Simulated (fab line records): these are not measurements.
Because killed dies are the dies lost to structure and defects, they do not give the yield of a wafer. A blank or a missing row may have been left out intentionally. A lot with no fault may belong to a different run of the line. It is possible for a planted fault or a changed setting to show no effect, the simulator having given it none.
A struck lot beside a sound one | flow berkeley cmos170 | 26 out of 331 route steps
Sound: the wafers L687.3, L687.5, L687.6. Wafers L685.2, L685.4, L685.5 were the ones struck. At the end, the cause is stated.
Per side, at each step with rows, come the tool, then ch with its chambers, and then its first start. Under that, the readings that differ: sound wafers | struck wafers | difference of the means | sigmas: that difference in standard deviations of wafers without a fault.
alike: words and numbers the same on both sides, and readings whose means are apart by under 2 such deviations; not compared: readings that were withheld, readings missing a value for some wafer, numbers with overlapping values and no deviation given by the record, and bounds like >300 which may hide the same value.
The two part at a step that has a row with sigmas, a row that says differs or no value, or rows on one side only. Non-overlapping numbers with no deviation appear without sigmas and do not part them. A reading that every wafer of one side lacks parts them only if that side has two wafers or more.

first, 2 steps without rows for these wafers: UCB170_SCREENOX_WET_ETCH_00 (etches SiO2 in dHF, time 200 s); UCB170_SCREENOX_OXIDATION_01 (target thk 14.4 nm, ox time 2400 s).
UCB170_SCREENOX_THK_MEAS_02:
  sound: film metro-04 at day 9 06:31; struck: film metro-01 at day 8 18:09
  alike: SCREENOX_OXIDE_THK
then, 7 steps without rows for these wafers: UCB170_SCREENOX_ANNEAL_03 (time 900 s); UCB170_NVT_HMDS_00 (prime time 60 s); UCB170_NVT_COAT_01 (resist thk 900 nm); UCB170_NVT_SOFTBAKE_02 (time 60 s); UCB170_NVT_EXPOSE_03 (exposes mask PWELL, target cd 3000 nm); UCB170_NVT_PEB_04; UCB170_NVT_DEVELOP_05 (develop time 45 s).
UCB170_NVT_OVL_MEAS_06:
  sound: overlay-02 at day 9 19:56; struck: overlay-02 at day 9 06:12
  alike: NVT_OVL
following that, these wafers have no rows for 1 step: UCB170_NVT_IMPLANT_07.
UCB170_NVT_STRIP_08: strips in O2.
  sound on plasma asher-03 ch 0,1, day 9 20:08; struck on plasma asher-03 ch 0,1, day 9 06:23
  no value came back on the struck wafers for chamber pressure mTorr (mTorr), drypump motor current A (A), oes product au (a.u.), strip time to endpoint s (s); on the sound wafers chamber pressure mTorr (mTorr) reads 3494 3498 3501
  reading                              | sound | struck            | difference | sigmas
  model.KrF_of_NVT_COAT_01.thk nm (nm) | 0 0 0 | 884.8 884.8 883.3 | +884.3     |
  not compared: rf hours counter h
UCB170_NVT_TW_MEAS_09:
  sound: film metro-04 at day 9 20:14; struck: film metro-03 at day 9 06:29
  alike: NVT_TW
then, 7 steps without rows for these wafers: UCB170_NVT_CLEAN_10 (cleans in SPM, time 600 s); UCB170_PVT_HMDS_00 (prime time 60 s); UCB170_PVT_COAT_01 (resist thk 900 nm); UCB170_PVT_SOFTBAKE_02 (time 60 s); UCB170_PVT_EXPOSE_03 (exposes mask NWELL, target cd 3000 nm); UCB170_PVT_PEB_04; UCB170_PVT_DEVELOP_05 (develop time 45 s).
UCB170_PVT_OVL_MEAS_06:
  sound: overlay-02 at day 9 21:49; struck: overlay-02 at day 9 07:41
  alike: PVT_OVL
following that, these wafers have no rows for 1 step: UCB170_PVT_IMPLANT_07.
UCB170_PVT_STRIP_08: strips in O2.
  sound on plasma asher-01 ch 0,1, day 9 22:02; struck on plasma asher-01 ch 0,1, day 9 07:52
  reading                      | sound             | struck            | difference | sigmas
  strip time to endpoint s (s) | 21.62 21.60 21.61 | 47.76 47.78 47.74 | +26.15     | +99 or more
  alike: chamber pressure mTorr, drypump motor current A, oes product au
  not compared: rf hours counter h
UCB170_PVT_TW_MEAS_09:
  sound: film metro-03 at day 9 22:07; struck: film metro-01 at day 9 07:59
  reading | sound       | struck   | difference | sigmas
  PVT_TW  | 510 507 506 | 30 30 30 | -478       | -99 or more
then, 1 step without rows for these wafers: UCB170_GATE_WET_ETCH_00 (etches SiO2 in dHF, time 200 s).

WHERE THEY PART
At UCB170_NVT_STRIP_08 first; at UCB170_PVT_TW_MEAS_09 last (within this record only).

WHY: whatever the simulator had introduced
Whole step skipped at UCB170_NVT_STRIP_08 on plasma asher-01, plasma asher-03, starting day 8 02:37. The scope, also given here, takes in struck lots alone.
